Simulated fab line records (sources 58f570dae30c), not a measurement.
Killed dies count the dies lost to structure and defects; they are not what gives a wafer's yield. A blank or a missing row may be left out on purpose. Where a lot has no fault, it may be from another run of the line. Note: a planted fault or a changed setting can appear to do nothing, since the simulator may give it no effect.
Struck lot and sound lot, side by side | flow berkeleyCmos170 | 17 out of 331 route steps
Sound: wafers L805.2, L805.4, L805.6. Wafers L820.1, L820.2, L820.5 were the ones struck. The cause is given at the end.
Each step with rows lists, per side, the tool, then ch with its chambers, then its first start. Under that, the readings that differ: sound wafers | struck wafers | difference of the means | sigmas: that difference in standard deviations of wafers without a fault.
alike: readings whose means differ by less than 2 such deviations, and words and numbers that are the same on both sides. not compared: withheld readings, readings that some wafer has no value for, bounds like >300 that may hide the same value, and numbers for which the record gives no deviation and whose values overlap.
The two part at a step that has a row with sigmas, a row that says differs or no value, or rows on one side only. When numbers do not overlap yet have no deviation, they are printed without sigmas and do not part them. A reading that every wafer of one side lacks parts them only if that side has two wafers or more.

first, 1 step without rows for these wafers: UCB170_PLDD_DEVELOP_05 (develop time 45 s).
UCB170_PLDD_CD_MEAS_06: the cd target is 1200 nm.
  sound on cdSem-02 at day 8 03:16; struck on cdSem-02 at day 11 03:34
  alike: cdNm
UCB170_PLDD_OVL_MEAS_07:
  sound on overlay-01 at day 8 03:22; struck on overlay-02 at day 11 03:41
  alike: PLDD_OVL
then, 2 steps without rows for these wafers: UCB170_PLDD_IMPLANT_08; UCB170_PLDD_IMPLANT_09.
UCB170_PLDD_STRIP_10: strips in O2.
  sound on plasmaAsher-01 ch 1, day 8 03:41; struck on plasmaAsher-02 ch 0,1, day 11 04:01
reading                  | sound             | struck            | difference | sigmas
stripTimeToEndpointS (s) | 21.60 21.52 21.57 | 21.74 21.74 21.68 | +0.16      | +2
  alike: drypumpMotorCurrentA, oesProductAu
  not compared: rfHoursCounterH
UCB170_PLDD_TW_MEAS_11:
  sound on filmMetro-01 at day 8 03:48; struck on filmMetro-04 at day 11 04:07
  alike: PLDD_TW
then, 5 steps without rows for these wafers: UCB170_PLDD_CLEAN_12 (cleans in SPM, time 600 s); UCB170_NLDD_HMDS_00 (prime time 60 s); UCB170_NLDD_COAT_01 (resist thk 900 nm); UCB170_NLDD_SOFTBAKE_02 (time 60 s); UCB170_NLDD_EXPOSE_03 (exposes mask NSELECT, target cd 1200 nm).
UCB170_NLDD_PEB_04:
  sound on lithoTrack-04 ch 0, day 8 08:19; struck on lithoTrack-01 ch 0, day 11 05:41
reading               | sound                | struck               | difference | sigmas
heaterPowerTotalW (W) | 56.88 56.85 56.79    | 55.93 55.89 55.92    | -0.93      | -18
plateTempC (C)        | 129.83 129.81 129.95 | 128.25 128.21 128.20 | -1.64      | -12
  alike: chillPlateTempC
then, 1 step without rows for these wafers: UCB170_NLDD_DEVELOP_05 (develop time 45 s).
UCB170_NLDD_CD_MEAS_06: the cd target is 1200 nm.
  sound on cdSem-02 at day 8 08:39; struck on cdSem-02 at day 11 05:58
reading   | sound                | struck               | difference | sigmas
cdNm (nm) | 1202.0 1200.6 1201.0 | 1190.6 1190.8 1190.6 | -10.5      | -6
UCB170_NLDD_OVL_MEAS_07:
  sound on overlay-02 at day 8 08:46; struck on overlay-02 at day 11 06:05
  alike: NLDD_OVL
next, for these wafers, 1 step has no rows: UCB170_M3_PROBE_99.

== WHERE THEY PART ==
Earliest at UCB170_PLDD_STRIP_10; latest, in this record, at UCB170_NLDD_CD_MEAS_06. Later steps at which nothing parts them and some readings are alike: UCB170_NLDD_OVL_MEAS_07.

WHY: whatever the simulator had introduced
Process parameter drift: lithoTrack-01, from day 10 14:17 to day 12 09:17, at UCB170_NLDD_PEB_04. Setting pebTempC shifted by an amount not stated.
